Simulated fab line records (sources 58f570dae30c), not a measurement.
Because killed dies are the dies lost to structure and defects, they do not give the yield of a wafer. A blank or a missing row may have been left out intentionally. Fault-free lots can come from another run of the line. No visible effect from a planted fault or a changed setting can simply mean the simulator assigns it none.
Split-lot study | flow berkeley cmos170 | 23 wafers read from 5 lots, route of 331 steps

== ABOUT THE SPLIT ==
At UCB170_ACTIVE_OXIDATION_02 (target thk 26.4 nm, ox time 1260 s), the setting ox time s was moved away from the recipe's 1260 s on 20 of the 23 wafers read, by -12.5% to +14.3%. This setting was run at the recipe's value on the other wafers.

No step appears in the file between the split and the reading.

== THE READING ==
Values of ACTIVE_OXIDE_THK in nm from UCB170_ACTIVE_THK_MEAS_03. On this fab line, fault-free wafers typically give 26.3 nm with a standard deviation of 0.47 nm.

wafer  | tool, chamber at the split | ox time s as run, s | against the recipe | ACTIVE_OXIDE_THK, nm | against lot-mates on the recipe
L075.1 | -, -                       | 1390                | +10.3%             | 28.7                 | no lot-mate on the recipe
L075.2 | -, -                       | 1390                | +10.3%             | 28.4                 | no lot-mate on the recipe
L075.4 | -, -                       | 1390                | +10.3%             | 28.1                 | no lot-mate on the recipe
L075.5 | -, -                       | 1390                | +10.3%             | 28.7                 | no lot-mate on the recipe
L075.6 | -, -                       | 1390                | +10.3%             | 28.0                 | no lot-mate on the recipe
L076.1 | -, -                       | 1122                | -11.0%             | 25.2                 | no lot-mate on the recipe
L076.2 | -, -                       | 1122                | -11.0%             | 25.2                 | no lot-mate on the recipe
L076.3 | -, -                       | 1122                | -11.0%             | 25.3                 | no lot-mate on the recipe
L076.5 | -, -                       | 1122                | -11.0%             | 24.9                 | no lot-mate on the recipe
L076.6 | -, -                       | 1122                | -11.0%             | 25.0                 | no lot-mate on the recipe
L079.1 | -, -                       | 1440                | +14.3%             | 28.1                 | no lot-mate on the recipe
L079.2 | -, -                       | 1440                | +14.3%             | 28.2                 | no lot-mate on the recipe
L079.3 | -, -                       | 1440                | +14.3%             | 28.3                 | no lot-mate on the recipe
L079.5 | -, -                       | 1440                | +14.3%             | 28.1                 | no lot-mate on the recipe
L079.6 | -, -                       | 1440                | +14.3%             | 28.0                 | no lot-mate on the recipe
L080.1 | furnace-04, 0              | 1260                | recipe             | 26.5                 | -
L080.5 | furnace-04, 0              | 1260                | recipe             | 26.0                 | -
L080.6 | furnace-04, 0              | 1260                | recipe             | 26.2                 | -
L084.1 | -, -                       | 1103                | -12.5%             | 23.7                 | no lot-mate on the recipe
L084.2 | -, -                       | 1103                | -12.5%             | 23.4                 | no lot-mate on the recipe
L084.3 | -, -                       | 1103                | -12.5%             | 23.3                 | no lot-mate on the recipe
L084.4 | -, -                       | 1103                | -12.5%             | 23.9                 | no lot-mate on the recipe
L084.6 | -, -                       | 1103                | -12.5%             | 23.6                 | no lot-mate on the recipe

THE FIT
A straight line over all 23 wafers: ACTIVE_OXIDE_THK changes by +0.162 nm for each +1% of ox time s; r = +0.96; the points scatter about the line by 0.58 nm.
Too few moved wafers have a lot-mate on the recipe to fit a line with each lot's own level taken away.

== THE WHOLE CHAIN: every reading that the file lists as answering this split, in the file's order ==
step                       | what it does                       | reading                                                                             | change (the file's fit)               | r (the file's)
UCB170_ACTIVE_OXIDATION_02 | target thk 26.4 nm, ox time 1260 s | SiO2_of_ACTIVE_OXIDATION_02.thk nm (the simulator's own value, which no gauge read) | +0.161 nm for each +1% of the setting | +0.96
UCB170_ACTIVE_THK_MEAS_03  |                                    | ACTIVE_OXIDE_THK                                                                    | +0.161 for each +1% of the setting    | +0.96

== FILE'S OWN FIT ==
ACTIVE_OXIDE_THK changes by +0.161 nm for each +1% of ox time s, r = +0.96.
